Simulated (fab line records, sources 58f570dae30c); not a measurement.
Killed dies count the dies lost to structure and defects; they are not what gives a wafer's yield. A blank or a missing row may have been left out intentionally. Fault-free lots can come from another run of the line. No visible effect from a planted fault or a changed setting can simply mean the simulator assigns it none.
Which tool is to blame?    flow berkeleyCmos170    14 lots with 40 wafers sampled at 7 steps, on a route of 331 steps

## WHAT THE GAUGES SHOWED, per wafer
UCB170_M1_CD_MEAS_09 targets a cd of 700 nm. Usual: cdNm 699.8 nm, standard deviation 1.7.
lot   measured      on        cdNm (nm)          flag
L318  day 7 14:29   cdSem-02  700.5 699.8 700.2  
L320  day 7 16:22   cdSem-01  698.3 698.0 697.8  
L321  day 8 06:30   cdSem-02  698.7 699.0 697.5  
L322  day 8 19:46   cdSem-01  696.6 695.9 695.9  
L323  day 8 22:29   cdSem-01  698.6              
L325  day 9 13:57   cdSem-01  698.6 699.0 699.3  
L326  day 9 14:10   cdSem-01  702.0 700.0 700.7  
L327  day 10 05:02  cdSem-01  701.8 700.2 700.6  
L332  day 10 14:48  cdSem-01  699.5 699.2 698.4  
L335  day 10 19:16  cdSem-01  696.5 696.6 697.0  
L337  day 11 11:42  cdSem-02  702.7 701.1 701.0  
L336  day 11 12:30  cdSem-02  700.1 700.9 699.3  
L338  day 11 20:20  cdSem-02  698.4 700.3 698.3  
L341  day 11 22:14  cdSem-02  701.2 700.7 700.0  

UCB170_M2_OVL_MEAS_16. Usual: M2_OVL 2 nm, standard deviation 5.5.
lot   measured      on          M2_OVL (nm)  flag
L318  day 8 01:26   overlay-01  -1 -5 -1     
L320  day 8 02:14   overlay-02  10 3 6       
L321  day 8 15:22   overlay-01  -3 -4 1      
L322  day 9 04:41   overlay-02  3 2 -1       
L323  day 9 16:17   overlay-01  4            
L325  day 10 00:40  overlay-02  2 0 3        
L326  day 10 00:58  overlay-01  4 7 8        
L327  day 10 19:08  overlay-02  0 -5 -2      
L332  day 11 05:17  overlay-02  -5 -1 3      
L335  day 11 06:25  overlay-02  -3 2 -9      
L337  day 12 03:46  overlay-02  1 4 -4       
L336  day 12 04:01  overlay-02  5 2 -5       
L338  day 12 04:10  overlay-01  1 -3 0       
L341  day 12 09:14  overlay-01  -9 -9 -5     

UCB170_M3_RS_MEAS_02: the measuring method here is four-point-probe. Usual: M3_AL_RS 0.0323 ohm/sq, standard deviation 0.00037.
lot   measured      on            M3_AL_RS (ohm/sq)                          flag
L318  day 8 06:15   filmMetro-01  0.0319 0.0319 0.0321                       
L320  day 8 06:21   filmMetro-03  0.0318 0.0318 0.0323                       
L321  day 8 18:55   filmMetro-03  0.0327 0.0330 0.0332                       
L322  day 9 08:11   filmMetro-01  0.0320 0.0321 0.0447 0.0321 0.0322 0.0447  OFF
L323  day 9 19:13   filmMetro-03  0.0323 0.0323                              
L325  day 10 04:29  filmMetro-03  0.0319 0.0317 0.0447 0.0319 0.0318 0.0447  OFF
L326  day 10 05:32  filmMetro-03  0.0320 0.0324 0.0325                       
L327  day 11 01:35  filmMetro-03  0.0315 0.0317 0.0317                       
L332  day 11 09:38  filmMetro-04  0.0327 0.0326 0.0328                       
L335  day 11 10:39  filmMetro-03  0.0319 0.0322 0.0320                       
L337  day 12 06:50  filmMetro-04  0.0327 0.0325 0.0326                       
L336  day 12 07:15  filmMetro-04  0.0328 0.0327 0.0326                       
L338  day 12 07:52  filmMetro-04  0.0324 0.0324 0.0324                       
L341  day 12 12:59  filmMetro-01  0.0324 0.0323 0.0325                       

UCB170_M3_THK_MEAS_03: measures by xrf. Usual: M3_AL_THK 896 nm, standard deviation 14.
lot   measured      on            M3_AL_THK (nm)           flag
L318  day 8 06:22   filmMetro-01  913 913 909              
L320  day 8 06:28   filmMetro-03  909 902 895              
L321  day 8 19:01   filmMetro-03  883 868 870              
L322  day 9 11:27   filmMetro-01  905 907 721 904 902 723  OFF
L323  day 10 02:23  filmMetro-03  901 904                  
L325  day 10 06:20  filmMetro-03  917 915 717 916 916 724  OFF
L326  day 10 05:39  filmMetro-03  905 898 894              
L327  day 11 01:41  filmMetro-03  919 905 907              
L332  day 11 09:44  filmMetro-04  880 879 880              
L335  day 11 10:45  filmMetro-03  899 898 903              
L337  day 12 06:57  filmMetro-04  878 881 881              
L336  day 12 07:20  filmMetro-04  876 881 876              
L338  day 12 07:58  filmMetro-04  880 883 878              
L341  day 12 13:06  filmMetro-01  898 896 896              

UCB170_M3_BOW_MEAS_20. Usual: M3_BOW 34 um, standard deviation 6.8.
lot   measured      on            M3_BOW (um)  flag
L318  day 8 10:06   filmMetro-03  37 35 31     
L320  day 8 10:11   filmMetro-04  43 46 41     
L321  day 8 21:31   filmMetro-04  27 29 26     
L322  day 9 18:11   filmMetro-03  46 35 34     
L323  day 10 06:56  filmMetro-04  31           
L325  day 10 11:53  filmMetro-03  28 42 25     
L326  day 10 09:10  filmMetro-03  31 33 21     
L327  day 11 06:22  filmMetro-04  34 31 27     
L332  day 11 14:31  filmMetro-01  28 27 22     
L335  day 11 15:08  filmMetro-03  39 32 34     
L337  day 12 10:28  filmMetro-04  25 25 35     
L336  day 12 11:04  filmMetro-04  27 45 23     
L338  day 12 11:10  filmMetro-03  34 36 31     
L341  day 12 17:46  filmMetro-04  23 25 36     

## EACH LOT AND THE TOOL THAT RAN IT (in order: tool; ch and the chambers of the sampled wafers; start)
lot   UCB170_M3_SPUTTER_01         UCB170_M3_METAL_ETCH_18
L318  pvdSputter-01, day 8 06:09   rieMetal-01 ch 0,1, day 8 09:40
L320  pvdSputter-02, day 8 06:16   rieMetal-03 ch 0,1, day 8 09:47
L321  pvdSputter-03, day 8 18:46   rieMetal-03 ch 0,1, day 8 21:07
L322  pvdSputter-02, day 9 08:06   rieMetal-04 ch 0,1, day 9 17:47
L323  pvdSputter-02, day 9 19:07   rieMetal-04 ch 0, day 10 06:31
L325  pvdSputter-02, day 10 04:22  rieMetal-03 ch 0,1, day 10 11:30
L326  pvdSputter-01, day 10 05:27  rieMetal-04 ch 0,1, day 10 08:46
L327  pvdSputter-03, day 11 01:28  rieMetal-04 ch 0,1, day 11 05:56
L332  pvdSputter-03, day 11 09:32  rieMetal-01 ch 0,1, day 11 14:05
L335  pvdSputter-03, day 11 10:32  rieMetal-03 ch 0,1, day 11 14:45
L337  pvdSputter-03, day 12 06:44  rieMetal-04 ch 0,1, day 12 10:03
L336  pvdSputter-01, day 12 07:06  rieMetal-01 ch 0,1, day 12 10:40
L338  pvdSputter-03, day 12 07:46  rieMetal-03 ch 0,1, day 12 10:44
L341  pvdSputter-03, day 12 12:54  rieMetal-01 ch 0,1, day 12 17:21
- UCB170_M3_SPUTTER_01: material Al, target thk 900 nm, time 120 s.
- UCB170_M3_METAL_ETCH_18: etches Al in Cl2/BCl3, stops on SiO2, target depth 1170 nm, time 195 s.

## AS READ BY THE TOOLS THEMSELVES (means over the sampled wafers that have a number; for cases with no such wafer, the mark the record gives instead)
UCB170_M3_SPUTTER_01. Usual: throttleValvePct 29.9 %, standard deviation 1.4.
lot   tool           throttleValvePct (%)  flag
L318  pvdSputter-01  30.4                  
L320  pvdSputter-02  30.0                  
L321  pvdSputter-03  29.6                  
L322  pvdSputter-02  29.9                  
L323  pvdSputter-02  29.7                  
L325  pvdSputter-02  30.3                  
L326  pvdSputter-01  30.9                  
L327  pvdSputter-03  29.9                  
L332  pvdSputter-03  29.7                  
L335  pvdSputter-03  30.2                  
L337  pvdSputter-03  29.1                  
L336  pvdSputter-01  30.5                  
L338  pvdSputter-03  29.0                  
L341  pvdSputter-03  30.4                  

UCB170_M3_METAL_ETCH_18. Usual: drypumpMotorCurrentA 6.01 A, standard deviation 0.29; oesProductAu 0.860 a.u., standard deviation 0.011; rfFwdPowerW 598.8 W, standard deviation 2; throttleValvePct 24.4 %, standard deviation 0.43.
lot   tool         drypumpMotorCurrentA (A)  oesProductAu (a.u.)  rfFwdPowerW (W)  throttleValvePct (%)  flag
L318  rieMetal-01  6.06                      0.871                598.9            24.6                  
L320  rieMetal-03  6.30                      0.860                600.2            24.2                  
L321  rieMetal-03  6.30                      0.847                599.9            24.2                  
L322  rieMetal-04  5.75                      0.829                600.5            24.2                  
L323  rieMetal-04  5.79                      0.851                600.5            23.8                  
L325  rieMetal-03  6.29                      0.833                596.5            24.2                  
L326  rieMetal-04  5.70                      0.865                597.4            24.6                  
L327  rieMetal-04  5.71                      0.876                598.9            24.6                  
L332  rieMetal-01  5.98                      0.853                597.0            24.6                  
L335  rieMetal-03  6.31                      0.858                598.8            24.2                  
L337  rieMetal-04  5.70                      0.856                601.1            24.6                  
L336  rieMetal-01  6.00                      0.854                598.1            24.6                  
L338  rieMetal-03  6.39                      0.854                598.0            24.3                  
L341  rieMetal-01  6.01                      0.857                598.0            24.6                  

## THE ANSWER, worked out from the rows above alone
Rule: lot off if the mean of its wafers having a number is beyond 3 standard deviations from the usual mean. A lot without any number at a reading at which 4 lots or more have one is off too. All remaining lots with rows at the step are treated as sound. The gauges are gone through in route order, then the tools' own readings, and for those a lot's mean is taken as printed above. At the first step where some lot is off, the reading lying furthest off is the one used; lots without a number count as furthest.
Off: at UCB170_M3_RS_MEAS_02 (M3_AL_RS), L322, L325.
If a tool, at a process step before that reading, ran all the lots that are off and no sound lot after the first of them, it fits. The gauges at UCB170_M3_RS_MEAS_02 are tried like those tools. None of those tried fits.

## WHAT HAD BEEN PUT IN BY THE SIMULATOR
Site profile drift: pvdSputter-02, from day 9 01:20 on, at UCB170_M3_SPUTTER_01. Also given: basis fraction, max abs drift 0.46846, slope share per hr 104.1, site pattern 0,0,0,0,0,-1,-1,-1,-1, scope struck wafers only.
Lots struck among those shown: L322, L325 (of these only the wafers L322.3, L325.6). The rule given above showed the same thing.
